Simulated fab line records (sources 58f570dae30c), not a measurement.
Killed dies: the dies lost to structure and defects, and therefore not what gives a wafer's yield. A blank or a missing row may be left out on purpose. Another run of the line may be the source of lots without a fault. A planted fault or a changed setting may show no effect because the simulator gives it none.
Which of the tools did it? ; flow berkeley-cmos170 ; Sampling: 13 lots, 39 wafers, 2 of 331 route steps

WHAT THE GAUGES READ, wafer by wafer
UCB170_PWELL_OVL_MEAS_13. Usual: PWELL_OVL 0 nm, standard deviation 5.3.
lot;measured;on;PWELL_OVL (nm);flag
L643;day 3 08:27;overlay-02;-9 -2 -2;
L642;day 3 08:43;overlay-01;-8 1 -9;
L644;day 3 20:23;overlay-02;5 1 4;
L646;day 4 00:15;overlay-01;-2 -7 -4;
L647;day 4 07:20;overlay-01;0 2 -2;
L650;day 5 01:32;overlay-01;10 10 7;
L656;day 6 07:56;overlay-01;2 -1 -5;
L657;day 6 12:40;overlay-02;2 -3 -5;
L658;day 6 12:19;overlay-02;0 2 2;
L660;day 7 08:59;overlay-01;2 -1 3;
L662;day 7 16:35;overlay-01;1 8 -2;
L663;day 7 16:14;overlay-02;-5 -4 2;
L665;day 8 04:01;overlay-01;-5 -1 -5;

WHICH TOOL RAN EACH LOT (tool, then ch and the chambers of the sampled wafers, then the start)
lot;UCB170_ZERO_STRIP_07
L643;plasma-asher-04 ch 0,1, day 1 23:25
L642;plasma-asher-02 ch 0,1, day 1 23:33
L644;plasma-asher-02 ch 0,1, day 2 06:34
L646;plasma-asher-01 ch 0,1, day 2 17:40
L647;plasma-asher-01 ch 0,1, day 2 23:24
L650;plasma-asher-02 ch 0,1, day 3 09:14
L656;plasma-asher-01 ch 0,1, day 4 21:56
L657;plasma-asher-01 ch 0,1, day 5 03:25
L658;plasma-asher-04 ch 0,1, day 5 03:41
L660;plasma-asher-04 ch 0,1, day 5 18:22
L662;plasma-asher-02 ch 0,1, day 6 03:04
L663;plasma-asher-01 ch 0,1, day 6 09:05
L665;plasma-asher-01 ch 0,1, day 6 15:52
- UCB170_ZERO_STRIP_07: strips in O2.

WHAT THE TOOLS THEMSELVES READ (means of the sampled wafers that have a number; where no wafer has one, the mark that the record gives instead)
UCB170_ZERO_STRIP_07. Usual: drypump-motor-current-A 5.8 A, standard deviation 0.54; o2-flow-sccm 399.9 sccm, standard deviation 1.3; oes-product-au 0.727 a.u., standard deviation 0.0044; strip-time-to-endpoint-s 21.48 s, standard deviation 0.066.
lot;tool;drypump-motor-current-A (A);o2-flow-sccm (sccm);oes-product-au (a.u.);strip-time-to-endpoint-s (s);flag
L643;plasma-asher-04;6.0;398.8;0.730;21.56;
L642;plasma-asher-02;5.0;400.8;0.728;21.40;
L644;plasma-asher-02;5.3;399.8;0.721;21.56;
L646;plasma-asher-01;6.3;400.5;0.724;21.44;
L647;plasma-asher-01;6.3;398.7;0.724;21.56;
L650;plasma-asher-02;5.3;399.2;0.725;21.37;
L656;plasma-asher-01;6.3;399.8;0.728;21.47;
L657;plasma-asher-01;6.3;400.4;0.725;21.43;
L658;plasma-asher-04;5.8;399.5;0.722;21.59;
L660;plasma-asher-04;5.9;398.4;0.728;21.49;
L662;plasma-asher-02;5.0;399.0;0.725;21.39;
L663;plasma-asher-01;6.3;398.5;0.728;21.43;
L665;plasma-asher-01;6.3;400.3;0.729;21.47;

THE ANSWER, worked out from the rows above alone
Rule: take the mean of a lot's wafers that have a number; if it is more than 3 standard deviations from the usual mean, the lot is off. Also off: a lot with no number at a reading for which 4 or more lots have one. The other lots that the step has rows for count as sound. The gauges are gone through in route order, then the tools' own readings, and for those a lot's mean is taken as printed above. At the first step where some lot is off, the reading lying furthest off is the one used; lots without a number count as furthest.
Across all readings shown, no lot is off: no conclusion can be drawn from this.

WHAT WAS PUT IN BY THE SIMULATOR
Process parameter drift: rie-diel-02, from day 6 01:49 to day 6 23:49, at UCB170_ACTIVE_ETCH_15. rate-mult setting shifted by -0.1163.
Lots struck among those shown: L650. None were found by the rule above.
